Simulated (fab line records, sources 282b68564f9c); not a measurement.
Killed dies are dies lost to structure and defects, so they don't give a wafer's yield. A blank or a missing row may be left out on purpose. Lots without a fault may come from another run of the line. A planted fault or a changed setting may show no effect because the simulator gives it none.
One fault seen from 2 desks | flow rit_cmos | each desk has only its own numbers; what lay behind them comes last

THE METROLOGY DESK
What the gauges read, lot by lot, whatever tool the lot ran on: means of the sampled wafers that have a number. A lot is out of limits, marked OUT, if its mean lies more than 4 standard deviations from the usual mean; the brackets give that distance.
Columns: A = SPACER_NITRIDE_THK at RIT_SPACER_THK_MEAS_04, usual 250.8 nm
lot  | first seen here | A
L574 | day 3 00:14     | 248.9
L575 | day 3 06:52     | 248.4
L576 | day 3 09:29     | 251.9
L577 | day 3 16:45     | 249.2
L578 | day 3 22:43     | 252.9
L579 | day 4 04:05     | 247.7
L580 | day 4 09:27     | 251.5
L585 | day 5 11:25     | 254.3
L586 | day 6 00:28     | 282.9 (+15) OUT
L588 | day 6 07:47     | 288.9 (+17) OUT
L591 | day 6 16:18     | 251.7
L592 | day 6 20:38     | 249.4
L594 | day 7 05:50     | 249.5
L595 | day 7 08:49     | 250.2
This desk's finding: out of limits on L586, L588; first on L586, day 6 00:28 (SPACER_NITRIDE_THK at RIT_SPACER_THK_MEAS_04). In limits: L574, L575, L576, L577, L578, L579, L580, L585, L591, L592, L594, L595.

THE TOOL OWNER'S DESK: lpcvd-02
The tool's own readings at RIT_SPACER_CVD_03 (deposits Si3N4 from SiH2Cl2/NH3, target thk 250 nm, time 3300 s): means of the sampled wafers that have a number, for each lot that ran on this tool. A lot is out of limits, marked OUT, if its mean lies more than 4 standard deviations from the usual mean; the brackets give that distance.
Columns: A = sih2cl2_flow_sccm at RIT_SPACER_CVD_03, usual 60.01 sccm; B = zone_power_source_pct at RIT_SPACER_CVD_03, usual 21.7 %
lot  | first seen here | A                       | B
L574 | day 2 22:19     | 60.02                   | 22.8
L579 | day 4 02:09     | 59.79                   | 22.8
L586 | day 5 22:31     | 90.02 (+99 or more) OUT | 21.7
L588 | day 6 05:53     | 89.83 (+99 or more) OUT | 21.9
This desk's finding: out of limits on L586, L588; first on L586, day 5 22:31 (sih2cl2_flow_sccm at RIT_SPACER_CVD_03). In limits: L574, L579.

PUT TOGETHER
The tool owner's desk could have raised an alarm at day 5 22:31, on L586, L588.
The metrology desk could have raised an alarm at day 6 00:28, on L586, L588.
Of the lots named, all ran RIT_SPACER_CVD_03 on lpcvd-02.

WHAT THE SIMULATOR HAD PUT IN
Process parameter drift: lpcvd-02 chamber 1, from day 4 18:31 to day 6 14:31, at RIT_SPACER_CVD_03. Setting sih2cl2_flow_sccm, moved by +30, from 60. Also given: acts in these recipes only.
Lots struck among those shown: L586, L588.
Hours from the fault's start to each desk's first reading out of limits: the tool owner's desk, 28; the metrology desk, 30.
